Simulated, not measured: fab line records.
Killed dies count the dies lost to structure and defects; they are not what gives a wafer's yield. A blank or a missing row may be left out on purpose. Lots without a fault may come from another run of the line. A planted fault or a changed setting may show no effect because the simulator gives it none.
The tool behind it: which one? || flow rit_cmos || 42 wafers sampled from 14 lots at 1 step of a route of 202

## WHAT THE GAUGES SHOWED, per wafer
No reading from a measuring or inspecting step in the record can be judged against a usual standard deviation.

## WHICH TOOL RAN EACH LOT (tool, then ch and the chambers of the sampled wafers, then the start)
{"lot": "L846", "RIT_NLDD_COAT_01": "litho_track-01 ch 0, day 2 16:37"}
{"lot": "L847", "RIT_NLDD_COAT_01": "litho_track-04 ch 0, day 2 22:20"}
{"lot": "L850", "RIT_NLDD_COAT_01": "litho_track-02 ch 0, day 3 12:11"}
{"lot": "L852", "RIT_NLDD_COAT_01": "litho_track-04 ch 0, day 3 22:49"}
{"lot": "L853", "RIT_NLDD_COAT_01": "litho_track-02 ch 0, day 4 03:23"}
{"lot": "L854", "RIT_NLDD_COAT_01": "litho_track-04 ch 0, day 4 09:19"}
{"lot": "L855", "RIT_NLDD_COAT_01": "litho_track-01 ch 0, day 4 13:26"}
{"lot": "L856", "RIT_NLDD_COAT_01": "litho_track-01 ch 0, day 4 18:29"}
{"lot": "L857", "RIT_NLDD_COAT_01": "litho_track-02 ch 0, day 4 22:53"}
{"lot": "L858", "RIT_NLDD_COAT_01": "litho_track-01 ch 0, day 5 06:00"}
{"lot": "L862", "RIT_NLDD_COAT_01": "litho_track-04 ch 0, day 6 00:19"}
{"lot": "L864", "RIT_NLDD_COAT_01": "litho_track-01 ch 0, day 6 11:08"}
{"lot": "L866", "RIT_NLDD_COAT_01": "litho_track-01 ch 0, day 6 21:06"}
{"lot": "L868", "RIT_NLDD_COAT_01": "litho_track-04 ch 0, day 7 08:32"}
- RIT_NLDD_COAT_01: resist thk 1000 nm.

## WHAT THE TOOLS THEMSELVES READ (means of the sampled wafers that have a number; where no wafer has one, the mark that the record gives instead)
RIT_NLDD_COAT_01.
{"lot": "L846", "tool": "litho_track-01", "spin_speed_rpm (rpm)": 3251.6}
{"lot": "L847", "tool": "litho_track-04", "spin_speed_rpm (rpm)": 3250.7}
{"lot": "L850", "tool": "litho_track-02", "spin_speed_rpm (rpm)": 3252.3}
{"lot": "L852", "tool": "litho_track-04", "spin_speed_rpm (rpm)": 3250.3}
{"lot": "L853", "tool": "litho_track-02", "spin_speed_rpm (rpm)": 3250.6}
{"lot": "L854", "tool": "litho_track-04", "spin_speed_rpm (rpm)": 3250.6}
{"lot": "L855", "tool": "litho_track-01", "spin_speed_rpm (rpm)": 3249.8}
{"lot": "L856", "tool": "litho_track-01", "spin_speed_rpm (rpm)": 3250.7}
{"lot": "L857", "tool": "litho_track-02", "spin_speed_rpm (rpm)": 3249.5}
{"lot": "L858", "tool": "litho_track-01", "spin_speed_rpm (rpm)": 3248.3}
{"lot": "L862", "tool": "litho_track-04", "spin_speed_rpm (rpm)": 3248.7}
{"lot": "L864", "tool": "litho_track-01", "spin_speed_rpm (rpm)": 3163.8}
{"lot": "L866", "tool": "litho_track-01", "spin_speed_rpm (rpm)": 3160.8}
{"lot": "L868", "tool": "litho_track-04", "spin_speed_rpm (rpm)": 3249.3}

## THE ANSWER, worked out from the rows above alone
Rule: the usual values come from the lots themselves. The widest of any qualifying gaps counts: lots, ordered by their means at a reading, are off when they make up no more than a third of the lots, leave a main group of 4 or more, and stand apart from it by 3 or more times the standard deviation of that group's means. A main group whose means are all the same, to the digits that the tables above print for the reading, isn't used. A lot without any number at a reading at which 4 lots or more have one is off too. Where the step has rows for the other lots, those lots are counted as sound. Order of review: gauges by route order, followed by the tools' own readings, for which a lot's mean as printed above is used. The first step at which some lot is off is used, and at that step the reading that is off furthest; a lot without a number counts as furthest.
Off, at RIT_NLDD_COAT_01 on spin_speed_rpm: L864, L866. The main group has a mean of 3250.2 rpm with a standard deviation of 1.1.
If a tool, at that step or one of the process steps before it, ran each lot that is off and ran no sound lot following the first of them, it fits. One fits: litho_track-01 at RIT_NLDD_COAT_01. A fault onset in the window from L858 (day 5 06:00, its last sound lot) to L864 (day 6 11:08, its first lot off) fits.
On the lots that are off, the tool's own readings at RIT_NLDD_COAT_01 differ by more than 5 times the standard deviation of the sound lots' means, which bears it out; spin_speed_rpm reads 3162.3 rpm there versus 3250.2 rpm on the sound lots.

## WHAT WAS PUT IN BY THE SIMULATOR
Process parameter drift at RIT_NLDD_COAT_01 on litho_track-01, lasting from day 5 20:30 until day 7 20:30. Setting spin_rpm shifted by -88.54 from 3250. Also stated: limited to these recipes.
Lots struck among those shown: L864, L866. The rule above found the same.
